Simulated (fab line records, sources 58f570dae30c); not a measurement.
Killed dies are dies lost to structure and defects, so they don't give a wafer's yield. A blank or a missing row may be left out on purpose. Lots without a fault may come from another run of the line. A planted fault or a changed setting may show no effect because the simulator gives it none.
One fault seen from 2 desks | flow berkeley_cmos170 | each desk has only its own numbers; what lay behind them comes last

THE METROLOGY DESK
What the gauges read, lot by lot, whatever tool the lot ran on: means of the sampled wafers that have a number. A lot is out of limits, marked OUT, if its mean lies more than 4 standard deviations from the usual mean; the brackets give that distance.
Columns: A = SCREENOX_OXIDE_THK at UCB170_SCREENOX_THK_MEAS_02, usual 14.33 nm; B = V2_TEOS_THK at UCB170_V2_THK_MEAS_01, usual 1998 nm
lot  | first seen here | A     | B
L363 | day 6 11:10     | 14.30 | 2008
L364 | day 6 22:24     | 14.23 | 2000
L365 | day 6 22:24     | 14.14 | 1998
L368 | day 7 06:49     | 14.32 | 2021
L366 | day 7 06:51     | 14.55 | 1997
L367 | day 7 06:56     | 14.26 | 2034
L371 | day 8 04:05     | 14.13 | 1973
L374 | day 8 04:05     | 14.28 | 1997
L369 | day 8 04:09     | 14.53 | 2033
L373 | day 8 04:09     | 14.54 | 1991
L380 | day 9 11:11     | 14.32 | 2011
L377 | day 9 11:14     | 14.36 | 1986
L383 | day 9 23:52     | 14.13 | 1997
L382 | day 9 23:53     | 14.01 | 1983
This desk's finding: nothing out of limits on any of the 14 lots.

THE TOOL OWNER'S DESK: litho_track-01
The tool's own readings at UCB170_PWELL_PEB_11: means of the sampled wafers that have a number, for each lot that ran on this tool. A lot is out of limits, marked OUT, if its mean lies more than 4 standard deviations from the usual mean; the brackets give that distance.
Columns: A = heater_power_total_W at UCB170_PWELL_PEB_11, usual 56.80 W; B = plate_temp_C at UCB170_PWELL_PEB_11, usual 130.02 C; C = resist_line_temp_C at UCB170_PWELL_PEB_11, usual 23.00 C
lot  | first seen here | A               | B                | C
L363 | day 3 13:53     | 56.81           | 130.10           | 23.01
L365 | day 4 07:02     | 56.78           | 130.05           | 22.94
L366 | day 4 16:59     | 56.81           | 129.98           | 22.90
L373 | day 5 14:43     | 56.76           | 129.97           | 23.08
L377 | day 6 15:41     | 59.09 (+52) OUT | 134.14 (+34) OUT | 22.91
L380 | day 6 15:58     | 59.09 (+52) OUT | 134.18 (+35) OUT | 22.88
This desk's finding: out of limits on L377, L380; first on L377, day 6 15:41 (heater_power_total_W at UCB170_PWELL_PEB_11). In limits: L363, L365, L366, L373.

PUT TOGETHER
The tool owner's desk could have raised an alarm at day 6 15:41, on L377, L380.
The metrology desk saw nothing out of limits.
The metrology desk has L377, L380 on record, within its limits.
Of the lots named, all ran UCB170_PWELL_PEB_11 on litho_track-01.

WHAT THE SIMULATOR HAD PUT IN
Process parameter drift: litho_track-01, from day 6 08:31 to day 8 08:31, at UCB170_PWELL_PEB_11. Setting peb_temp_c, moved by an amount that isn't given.
Lots struck among those shown: L377, L380.
Hours from the fault's start to each desk's first reading out of limits: the tool owner's desk, 7.
